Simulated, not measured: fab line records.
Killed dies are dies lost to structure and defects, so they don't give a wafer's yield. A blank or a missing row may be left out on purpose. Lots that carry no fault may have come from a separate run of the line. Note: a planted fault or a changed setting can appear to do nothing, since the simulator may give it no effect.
Comparing a struck lot with a sound one	flow rit_cmos	44 out of 202 route steps
Sound: these wafers, L506.1, L506.3, L506.4. Struck: wafers L519.1, L519.2, L519.3. Last of all comes the cause.
At each step with rows: each side's tool, then ch and its chambers, then its first start. Under that, the readings that differ: sound wafers	struck wafers	difference of the means	sigmas: that difference in standard deviations of wafers without a fault.
alike: a reading whose means differ by less than 2 such deviations, as well as words and numbers matching on both sides. not compared: withheld readings; readings where some wafer has no value; bounds like >300 that might hide an equal value; numbers whose values overlap and for which the record gives no deviation.
The two part at a step that has a row with sigmas, a row that says differs or no value, or rows on one side only. Non-overlapping numbers with no deviation appear without sigmas and do not part them. A reading that every wafer of one side lacks parts them only if that side has two wafers or more.

first, 2 steps without rows for these wafers: RIT_PLDD_PEB_04; RIT_PLDD_DEVELOP_05 (develop time 50 s).
RIT_PLDD_OVL_MEAS_06:
  sound on overlay-02 at day 4 08:05; struck on overlay-02 at day 6 18:36
  alike: PLDD_OVL
then, 2 steps without rows for these wafers: RIT_PLDD_HARDBAKE_07 (time 60 s); RIT_PLDD_IMPLANT_08.
RIT_PLDD_STRIP_09: strips in O2, time 180 s.
  sound on plasma_asher-04 ch 0,1, day 4 08:25; struck on plasma_asher-04 ch 0,1, day 6 18:56
  alike: drypump_motor_current_A
  not compared: rf_hours_counter_h
RIT_PLDD_TW_MEAS_10:
  sound on film_metro-02 at day 4 08:35; struck on film_metro-02 at day 6 19:07
  alike: PLDD_TW
then, 4 steps without rows for these wafers: RIT_SPACER_CLEAN_00 (cleans in SC1, time 600 s); RIT_SPACER_CLEAN_01 (cleans in dHF, time 30 s); RIT_SPACER_CLEAN_02 (cleans in SC2, time 600 s); RIT_SPACER_CVD_03 (deposits Si3N4 from SiH2Cl2/NH3, target thk 250 nm, time 3300 s).
RIT_SPACER_THK_MEAS_04:
  sound on film_metro-02 at day 4 10:58; struck on film_metro-04 at day 6 21:29
reading	sound	struck	difference	sigmas
SPACER_NITRIDE_THK (nm)	256.7 254.5 255.8	245.8 248.5 247.7	-8.3	-3
RIT_SPACER_ETCHBACK_05: etches Si3N4 in SF6/CHF3, stops on SiO2, target depth 250 nm, time 240 s.
  sound on rie_diel-01 ch 0,2,3, day 4 11:01; struck on rie_diel-04 ch 0,1,2, day 6 21:33
reading	sound	struck	difference	sigmas
model.poly-Si_of_GATE_CVD_08.thk_nm (nm)	164.3 163.3 162.8	172.2 172 172.4	+8.7	
  alike: SF6_flow_sccm, drypump_motor_current_A, oes_product_au, throttle_valve_pct
  not compared: rf_hours_counter_h, model.Si3N4_of_SPACER_CVD_03.thk_nm
then, 6 steps without rows for these wafers: RIT_NSD_HMDS_00 (prime time 60 s); RIT_NSD_COAT_01 (resist thk 1000 nm); RIT_NSD_SOFTBAKE_02 (time 60 s); RIT_NSD_EXPOSE_03 (exposes mask M9, target cd 40700 nm); RIT_NSD_PEB_04; RIT_NSD_DEVELOP_05 (develop time 50 s).
RIT_NSD_OVL_MEAS_06:
  sound on overlay-01 at day 4 12:08; struck on overlay-02 at day 6 22:40
  alike: NSD_OVL
then, 2 steps without rows for these wafers: RIT_NSD_HARDBAKE_07 (time 60 s); RIT_NSD_IMPLANT_08.
RIT_NSD_STRIP_09: strips in O2, time 180 s.
  sound on plasma_asher-03 ch 0,1, day 4 12:29; struck on plasma_asher-01 ch 0,1, day 6 23:00
  alike: drypump_motor_current_A
  not compared: rf_hours_counter_h
RIT_NSD_TW_MEAS_10:
  sound on film_metro-03 at day 4 12:39; struck on film_metro-02 at day 6 23:10
  alike: NSD_TW
then, 6 steps without rows for these wafers: RIT_PSD_HMDS_00 (prime time 60 s); RIT_PSD_COAT_01 (resist thk 1000 nm); RIT_PSD_SOFTBAKE_02 (time 60 s); RIT_PSD_EXPOSE_03 (exposes mask M10, target cd 40900 nm); RIT_PSD_PEB_04; RIT_PSD_DEVELOP_05 (develop time 50 s).
RIT_PSD_OVL_MEAS_06:
  sound on overlay-01 at day 4 13:46; struck on overlay-02 at day 7 00:13
  alike: PSD_OVL
then, 2 steps without rows for these wafers: RIT_PSD_HARDBAKE_07 (time 60 s); RIT_PSD_IMPLANT_08.
RIT_PSD_STRIP_09: strips in O2, time 180 s.
  sound on plasma_asher-02 ch 0,1, day 4 14:05; struck on plasma_asher-02 ch 0,1, day 7 00:32
  alike: drypump_motor_current_A
  not compared: rf_hours_counter_h
RIT_PSD_TW_MEAS_10:
  sound on film_metro-03 at day 4 14:16; struck on film_metro-02 at day 7 00:43
  alike: PSD_TW
then, 2 steps without rows for these wafers: RIT_SDANNEAL_CLEAN_00 (cleans in SC1, time 600 s); RIT_SDANNEAL_CLEAN_01 (cleans in dHF, time 30 s).
RIT_SDANNEAL_CLEAN_02: cleans in SC2, time 600 s.
  sound on wet_bench-03 ch 2, day 4 14:32; struck on wet_bench-03 ch 0, day 7 00:58
reading	sound	struck	difference	sigmas
model.poly-Si_of_GATE_CVD_08.thk_nm (nm)	159.8 158.9 158.4	167.8 167.6 168.1	+8.8	
  alike: temp_c
RIT_SDANNEAL_RTA_03: time 5 s.
  sound on rtp_anneal-01 ch 0, day 4 14:44; struck on rtp_anneal-02 ch 0, day 7 01:09
  alike: wafer_temp_C_max
RIT_SDANNEAL_RS_MEAS_04: measures by four-point-probe.
  sound on film_metro-01 at day 4 14:47; struck on film_metro-02 at day 7 01:12
  alike: PSD_RS
RIT_SDANNEAL_RS_MEAS_05: measures by four-point-probe.
  sound on film_metro-01 at day 4 14:55; struck on film_metro-02 at day 7 01:19
  alike: NSD_RS
RIT_SDANNEAL_RS_MEAS_06: measures by four-point-probe.
  sound on film_metro-01 at day 4 15:02; struck on film_metro-02 at day 7 01:26
  alike: PLDD_RS
RIT_SILICIDE_WET_ETCH_00: etches SiO2 in BOE, target depth 14 nm, time 15 s.
  sound on wet_bench-04 ch 2, day 4 15:16; struck on wet_bench-03 ch 3, day 7 01:41
  alike: temp_c
  not compared: model.Si3N4_of_SPACER_CVD_03.thk_nm
RIT_M1_PROBE_99:
  sound on prober-02 at day 4 22:26; struck on prober-02 at day 7 08:50
reading	sound	struck	difference	sigmas
model.etest.nmos_0p15.r_on_ohm_um	1159 1146 1110	1081 1068 1045	-74	
model.etest.pplus_sal.width_nm (nm)	3443 3441 3443	3389 3366 3351	-74	
model.etest.nplus_sal.width_nm (nm)	3433 3465 3424	3359 3343 3352	-89	
model.etest.nwell_pinched.rs_ohm_sq	333.7 336.3 334.4	319.2 317.9 313.2	-18.0	
model.etest.pwell_pinched.rs_ohm_sq	458.7 448.9 451.8	428.7 432.1 432.6	-22.0	
model.etest.ppoly_line.line_ohm_um	156.6 159 157.5	149 150.2 155.1	-6	
model.etest.contact_nplus.end_ohm_um	40.89 41.26 39.87	38.16 36.6 35.54	-3.91	
  alike: killed_at_contacts, killed_at_front_end, killed_dies, killed_open, killed_short
  not compared: model.etest.nmos_0p3.drive_ua_um

WHERE THEY PART
Only at RIT_SPACER_THK_MEAS_04, within this record. Later steps at which nothing parts them and some readings are alike: RIT_SPACER_ETCHBACK_05, RIT_NSD_OVL_MEAS_06, RIT_NSD_STRIP_09, RIT_NSD_TW_MEAS_10, RIT_PSD_OVL_MEAS_06, RIT_PSD_STRIP_09, RIT_PSD_TW_MEAS_10, RIT_SDANNEAL_CLEAN_02, RIT_SDANNEAL_RTA_03, RIT_SDANNEAL_RS_MEAS_04, RIT_SDANNEAL_RS_MEAS_05, RIT_SDANNEAL_RS_MEAS_06, RIT_SILICIDE_WET_ETCH_00, RIT_M1_PROBE_99.

WHY: what the simulator had put in
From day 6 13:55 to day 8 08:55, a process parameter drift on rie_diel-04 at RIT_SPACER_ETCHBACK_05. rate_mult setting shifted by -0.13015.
